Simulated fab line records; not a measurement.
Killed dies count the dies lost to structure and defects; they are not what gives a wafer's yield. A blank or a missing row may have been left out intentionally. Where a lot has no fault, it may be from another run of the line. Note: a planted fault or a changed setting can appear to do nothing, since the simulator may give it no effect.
Which tool was responsible? || flow rit-cmos || 12 lots, 36 wafers sampled, at 6 steps of a route of 202

WHAT THE GAUGES SHOWED, per wafer
RIT_SDANNEAL_RS_MEAS_04: the measuring method here is four-point-probe. Usual: PSD_RS gives 114.9 ohm/sq (standard deviation 0.3).
{"lot": "L425", "measured": "day 3 04:09", "on": "film-metro-01", "PSD_RS (ohm/sq)": "114.8 115.0 114.9", "flag": ""}
{"lot": "L426", "measured": "day 3 08:23", "on": "film-metro-04", "PSD_RS (ohm/sq)": "115.1 115.3 114.8", "flag": ""}
{"lot": "L428", "measured": "day 3 21:48", "on": "film-metro-04", "PSD_RS (ohm/sq)": "114.7 115.0 114.9", "flag": ""}
{"lot": "L429", "measured": "day 4 03:24", "on": "film-metro-04", "PSD_RS (ohm/sq)": "114.9 115.2 115.2", "flag": ""}
{"lot": "L430", "measured": "day 4 05:24", "on": "film-metro-01", "PSD_RS (ohm/sq)": "115.6 115.5 115.1", "flag": ""}
{"lot": "L432", "measured": "day 4 18:16", "on": "film-metro-04", "PSD_RS (ohm/sq)": "114.9 114.9 114.6", "flag": ""}
{"lot": "L435", "measured": "day 5 08:53", "on": "film-metro-04", "PSD_RS (ohm/sq)": "114.9 114.4 114.8", "flag": ""}
{"lot": "L436", "measured": "day 5 10:52", "on": "film-metro-01", "PSD_RS (ohm/sq)": "114.7 115.0 114.2", "flag": ""}
{"lot": "L438", "measured": "day 5 22:44", "on": "film-metro-01", "PSD_RS (ohm/sq)": "115.3 115.0 115.0", "flag": ""}
{"lot": "L444", "measured": "day 7 08:31", "on": "film-metro-02", "PSD_RS (ohm/sq)": "114.3 114.4 114.4", "flag": ""}
{"lot": "L447", "measured": "day 7 22:02", "on": "film-metro-02", "PSD_RS (ohm/sq)": "114.8 114.8 115.0", "flag": ""}
{"lot": "L448", "measured": "day 8 06:26", "on": "film-metro-04", "PSD_RS (ohm/sq)": "115.3 115.2 115.3", "flag": ""}

RIT_SILICIDE_THK_MEAS_03: measures by xrf. Usual: SILICIDE_TI_THK gives 31.19 nm (standard deviation 0.26).
{"lot": "L425", "measured": "day 3 04:53", "on": "film-metro-03", "SILICIDE_TI_THK (nm)": "31.73 31.33 31.35", "flag": ""}
{"lot": "L426", "measured": "day 3 09:07", "on": "film-metro-02", "SILICIDE_TI_THK (nm)": "31.05 31.26 30.97", "flag": ""}
{"lot": "L428", "measured": "day 3 22:34", "on": "film-metro-03", "SILICIDE_TI_THK (nm)": "31.30 31.43 31.46", "flag": ""}
{"lot": "L429", "measured": "day 4 04:10", "on": "film-metro-01", "SILICIDE_TI_THK (nm)": "31.06 31.17 31.24", "flag": ""}
{"lot": "L430", "measured": "day 4 06:10", "on": "film-metro-03", "SILICIDE_TI_THK (nm)": "31.31 31.52 31.54", "flag": ""}
{"lot": "L432", "measured": "day 4 19:02", "on": "film-metro-01", "SILICIDE_TI_THK (nm)": "31.34 31.55 31.33", "flag": ""}
{"lot": "L435", "measured": "day 5 09:38", "on": "film-metro-03", "SILICIDE_TI_THK (nm)": "31.65 31.14 31.81", "flag": ""}
{"lot": "L436", "measured": "day 5 11:38", "on": "film-metro-03", "SILICIDE_TI_THK (nm)": "31.27 31.09 31.28", "flag": ""}
{"lot": "L438", "measured": "day 5 23:30", "on": "film-metro-01", "SILICIDE_TI_THK (nm)": "31.19 30.97 31.24", "flag": ""}
{"lot": "L444", "measured": "day 7 09:17", "on": "film-metro-03", "SILICIDE_TI_THK (nm)": "31.25 31.38 31.22", "flag": ""}
{"lot": "L447", "measured": "day 7 22:48", "on": "film-metro-01", "SILICIDE_TI_THK (nm)": "30.59 30.50 30.82", "flag": ""}
{"lot": "L448", "measured": "day 8 07:13", "on": "film-metro-02", "SILICIDE_TI_THK (nm)": "31.36 30.88 31.39", "flag": ""}

RIT_M1_RS_MEAS_01: the measuring method here is four-point-probe. Usual: M1_AL_RS gives 0.0698 ohm/sq (standard deviation 0.00049).
{"lot": "L425", "measured": "day 3 07:40", "on": "film-metro-02", "M1_AL_RS (ohm/sq)": "0.0694 0.0697 0.0697", "flag": ""}
{"lot": "L426", "measured": "day 3 12:05", "on": "film-metro-02", "M1_AL_RS (ohm/sq)": "0.0688 0.0696 0.0691", "flag": ""}
{"lot": "L428", "measured": "day 4 01:27", "on": "film-metro-04", "M1_AL_RS (ohm/sq)": "0.0696 0.0699 0.0697", "flag": ""}
{"lot": "L429", "measured": "day 4 07:17", "on": "film-metro-02", "M1_AL_RS (ohm/sq)": "0.0707 0.0697 0.0698", "flag": ""}
{"lot": "L430", "measured": "day 4 08:55", "on": "film-metro-01", "M1_AL_RS (ohm/sq)": "0.0705 0.0703 0.0703", "flag": ""}
{"lot": "L432", "measured": "day 4 22:00", "on": "film-metro-04", "M1_AL_RS (ohm/sq)": "0.0690 0.0695 0.0693", "flag": ""}
{"lot": "L435", "measured": "day 5 12:23", "on": "film-metro-01", "M1_AL_RS (ohm/sq)": "0.0706 0.0704 0.0697", "flag": ""}
{"lot": "L436", "measured": "day 5 18:52", "on": "film-metro-01", "M1_AL_RS (ohm/sq)": "0.0542 0.0698 0.0699 0.0543 0.0700 0.0701", "flag": "OFF"}
{"lot": "L438", "measured": "day 6 02:20", "on": "film-metro-02", "M1_AL_RS (ohm/sq)": "0.0542 0.0697 0.0702 0.0543 0.0698 0.0702", "flag": "OFF"}
{"lot": "L444", "measured": "day 7 12:10", "on": "film-metro-04", "M1_AL_RS (ohm/sq)": "0.0704 0.0698 0.0696", "flag": ""}
{"lot": "L447", "measured": "day 8 01:34", "on": "film-metro-04", "M1_AL_RS (ohm/sq)": "0.0699 0.0695 0.0693", "flag": ""}
{"lot": "L448", "measured": "day 8 10:08", "on": "film-metro-04", "M1_AL_RS (ohm/sq)": "0.0708 0.0710 0.0702", "flag": ""}

RIT_M1_THK_MEAS_02: measures by xrf. Usual: M1_AL_THK gives 412 nm (standard deviation 3.6).
{"lot": "L425", "measured": "day 3 07:46", "on": "film-metro-02", "M1_AL_THK (nm)": "416 415 414", "flag": ""}
{"lot": "L426", "measured": "day 3 12:11", "on": "film-metro-02", "M1_AL_THK (nm)": "420 416 417", "flag": ""}
{"lot": "L428", "measured": "day 4 01:34", "on": "film-metro-04", "M1_AL_THK (nm)": "412 409 410", "flag": ""}
{"lot": "L429", "measured": "day 4 07:23", "on": "film-metro-02", "M1_AL_THK (nm)": "410 414 413", "flag": ""}
{"lot": "L430", "measured": "day 4 09:02", "on": "film-metro-01", "M1_AL_THK (nm)": "412 411 410", "flag": ""}
{"lot": "L432", "measured": "day 4 22:07", "on": "film-metro-04", "M1_AL_THK (nm)": "415 413 414", "flag": ""}
{"lot": "L435", "measured": "day 5 12:30", "on": "film-metro-01", "M1_AL_THK (nm)": "406 411 413", "flag": ""}
{"lot": "L436", "measured": "day 6 00:44", "on": "film-metro-01", "M1_AL_THK (nm)": "526 410 411 529 409 410", "flag": "OFF"}
{"lot": "L438", "measured": "day 6 04:43", "on": "film-metro-02", "M1_AL_THK (nm)": "533 419 411 533 417 414", "flag": "OFF"}
{"lot": "L444", "measured": "day 7 12:17", "on": "film-metro-04", "M1_AL_THK (nm)": "409 412 412", "flag": ""}
{"lot": "L447", "measured": "day 8 01:41", "on": "film-metro-04", "M1_AL_THK (nm)": "410 411 414", "flag": ""}
{"lot": "L448", "measured": "day 8 10:16", "on": "film-metro-04", "M1_AL_THK (nm)": "404 404 405", "flag": ""}

TOOL THAT RAN EACH LOT (tool first, then ch and the chambers of the sampled wafers, then the start)
{"lot": "L425", "RIT_PSD_STRIP_09": "plasma-asher-01 ch 0,1, day 3 03:31", "RIT_M1_SPUTTER_00": "pvd-sputter-03, day 3 07:20"}
{"lot": "L426", "RIT_PSD_STRIP_09": "plasma-asher-01 ch 0,1, day 3 07:43", "RIT_M1_SPUTTER_00": "pvd-sputter-01, day 3 11:44"}
{"lot": "L428", "RIT_PSD_STRIP_09": "plasma-asher-01 ch 0,1, day 3 21:07", "RIT_M1_SPUTTER_00": "pvd-sputter-02, day 4 01:08"}
{"lot": "L429", "RIT_PSD_STRIP_09": "plasma-asher-04 ch 0,1, day 4 02:43", "RIT_M1_SPUTTER_00": "pvd-sputter-03, day 4 06:58"}
{"lot": "L430", "RIT_PSD_STRIP_09": "plasma-asher-03 ch 0, day 4 04:44", "RIT_M1_SPUTTER_00": "pvd-sputter-02, day 4 08:37"}
{"lot": "L432", "RIT_PSD_STRIP_09": "plasma-asher-04 ch 0,1, day 4 17:08", "RIT_M1_SPUTTER_00": "pvd-sputter-03, day 4 21:42"}
{"lot": "L435", "RIT_PSD_STRIP_09": "plasma-asher-03 ch 0,1, day 5 08:11", "RIT_M1_SPUTTER_00": "pvd-sputter-02, day 5 12:05"}
{"lot": "L436", "RIT_PSD_STRIP_09": "plasma-asher-03 ch 0,1, day 5 10:13", "RIT_M1_SPUTTER_00": "pvd-sputter-03, day 5 18:35"}
{"lot": "L438", "RIT_PSD_STRIP_09": "plasma-asher-03 ch 0,1, day 5 22:05", "RIT_M1_SPUTTER_00": "pvd-sputter-03, day 6 02:02"}
{"lot": "L444", "RIT_PSD_STRIP_09": "plasma-asher-04 ch 0,1, day 7 07:52", "RIT_M1_SPUTTER_00": "pvd-sputter-01, day 7 11:52"}
{"lot": "L447", "RIT_PSD_STRIP_09": "plasma-asher-03 ch 0,1, day 7 21:22", "RIT_M1_SPUTTER_00": "pvd-sputter-02, day 8 01:16"}
{"lot": "L448", "RIT_PSD_STRIP_09": "plasma-asher-04 ch 0,1, day 8 05:47", "RIT_M1_SPUTTER_00": "pvd-sputter-03, day 8 09:50"}
- RIT_PSD_STRIP_09: strips in O2, time 180 s.
- RIT_M1_SPUTTER_00: material Al, target thk 400 nm, time 522.8 s.

WHAT THE TOOLS THEMSELVES READ (means of the sampled wafers that have a number; where no wafer has one, the mark that the record gives instead)
RIT_PSD_STRIP_09. Usual: chamber-pressure-mTorr 4000 mTorr, standard deviation 3.6; drypump-motor-current-A 6.0 A, standard deviation 0.5; rf-refl-power-W 6.4 W, standard deviation 1.4.
{"lot": "L425", "tool": "plasma-asher-01", "chamber-pressure-mTorr (mTorr)": 3995, "drypump-motor-current-A (A)": 5.9, "rf-refl-power-W (W)": 7.3, "flag": ""}
{"lot": "L426", "tool": "plasma-asher-01", "chamber-pressure-mTorr (mTorr)": 3998, "drypump-motor-current-A (A)": 6.2, "rf-refl-power-W (W)": 8.3, "flag": ""}
{"lot": "L428", "tool": "plasma-asher-01", "chamber-pressure-mTorr (mTorr)": 4001, "drypump-motor-current-A (A)": 6.2, "rf-refl-power-W (W)": 8.1, "flag": ""}
{"lot": "L429", "tool": "plasma-asher-04", "chamber-pressure-mTorr (mTorr)": 3999, "drypump-motor-current-A (A)": 6.0, "rf-refl-power-W (W)": 6.0, "flag": ""}
{"lot": "L430", "tool": "plasma-asher-03", "chamber-pressure-mTorr (mTorr)": 3999, "drypump-motor-current-A (A)": 6.2, "rf-refl-power-W (W)": 5.4, "flag": ""}
{"lot": "L432", "tool": "plasma-asher-04", "chamber-pressure-mTorr (mTorr)": 3998, "drypump-motor-current-A (A)": 6.0, "rf-refl-power-W (W)": 6.0, "flag": ""}
{"lot": "L435", "tool": "plasma-asher-03", "chamber-pressure-mTorr (mTorr)": 4003, "drypump-motor-current-A (A)": 6.3, "rf-refl-power-W (W)": 5.3, "flag": ""}
{"lot": "L436", "tool": "plasma-asher-03", "chamber-pressure-mTorr (mTorr)": 4000, "drypump-motor-current-A (A)": 6.4, "rf-refl-power-W (W)": 5.4, "flag": ""}
{"lot": "L438", "tool": "plasma-asher-03", "chamber-pressure-mTorr (mTorr)": 4001, "drypump-motor-current-A (A)": 6.3, "rf-refl-power-W (W)": 5.4, "flag": ""}
{"lot": "L444", "tool": "plasma-asher-04", "chamber-pressure-mTorr (mTorr)": 3997, "drypump-motor-current-A (A)": 5.6, "rf-refl-power-W (W)": 5.5, "flag": ""}
{"lot": "L447", "tool": "plasma-asher-03", "chamber-pressure-mTorr (mTorr)": 4001, "drypump-motor-current-A (A)": 6.3, "rf-refl-power-W (W)": 5.5, "flag": ""}
{"lot": "L448", "tool": "plasma-asher-04", "chamber-pressure-mTorr (mTorr)": 4000, "drypump-motor-current-A (A)": 6.0, "rf-refl-power-W (W)": 6.1, "flag": ""}

RIT_M1_SPUTTER_00. Usual: throttle-valve-pct at 29.7 %, with a standard deviation of 1.1.
{"lot": "L425", "tool": "pvd-sputter-03", "throttle-valve-pct (%)": 29.7, "flag": ""}
{"lot": "L426", "tool": "pvd-sputter-01", "throttle-valve-pct (%)": 29.1, "flag": ""}
{"lot": "L428", "tool": "pvd-sputter-02", "throttle-valve-pct (%)": 29.6, "flag": ""}
{"lot": "L429", "tool": "pvd-sputter-03", "throttle-valve-pct (%)": 29.8, "flag": ""}
{"lot": "L430", "tool": "pvd-sputter-02", "throttle-valve-pct (%)": 31.2, "flag": ""}
{"lot": "L432", "tool": "pvd-sputter-03", "throttle-valve-pct (%)": 30.3, "flag": ""}
{"lot": "L435", "tool": "pvd-sputter-02", "throttle-valve-pct (%)": 30.2, "flag": ""}
{"lot": "L436", "tool": "pvd-sputter-03", "throttle-valve-pct (%)": 30.0, "flag": ""}
{"lot": "L438", "tool": "pvd-sputter-03", "throttle-valve-pct (%)": 29.8, "flag": ""}
{"lot": "L444", "tool": "pvd-sputter-01", "throttle-valve-pct (%)": 29.3, "flag": ""}
{"lot": "L447", "tool": "pvd-sputter-02", "throttle-valve-pct (%)": 30.3, "flag": ""}
{"lot": "L448", "tool": "pvd-sputter-03", "throttle-valve-pct (%)": 29.2, "flag": ""}

THE ANSWER, worked out from the rows above alone
Rule: a lot is off if the mean of its wafers that have a number lies more than 3 standard deviations from the usual mean. A lot without any number at a reading at which 4 lots or more have one is off too. Any other lot the step has rows for is counted as sound. After the gauges, taken in route order, come the tools' own readings; for these a lot's mean is taken, as printed above. The first step at which some lot is off is used, and at that step the reading that is off furthest; a lot without a number counts as furthest.
Off: L436, L438, seen at RIT_M1_RS_MEAS_01 (M1_AL_RS).
If a tool, at a process step before that reading, ran all the lots that are off and no sound lot after the first of them, it fits. Those tools and the gauges at RIT_M1_RS_MEAS_01 are tried in the same way. Of those tried, none fits.

WHAT THE SIMULATOR PUT IN
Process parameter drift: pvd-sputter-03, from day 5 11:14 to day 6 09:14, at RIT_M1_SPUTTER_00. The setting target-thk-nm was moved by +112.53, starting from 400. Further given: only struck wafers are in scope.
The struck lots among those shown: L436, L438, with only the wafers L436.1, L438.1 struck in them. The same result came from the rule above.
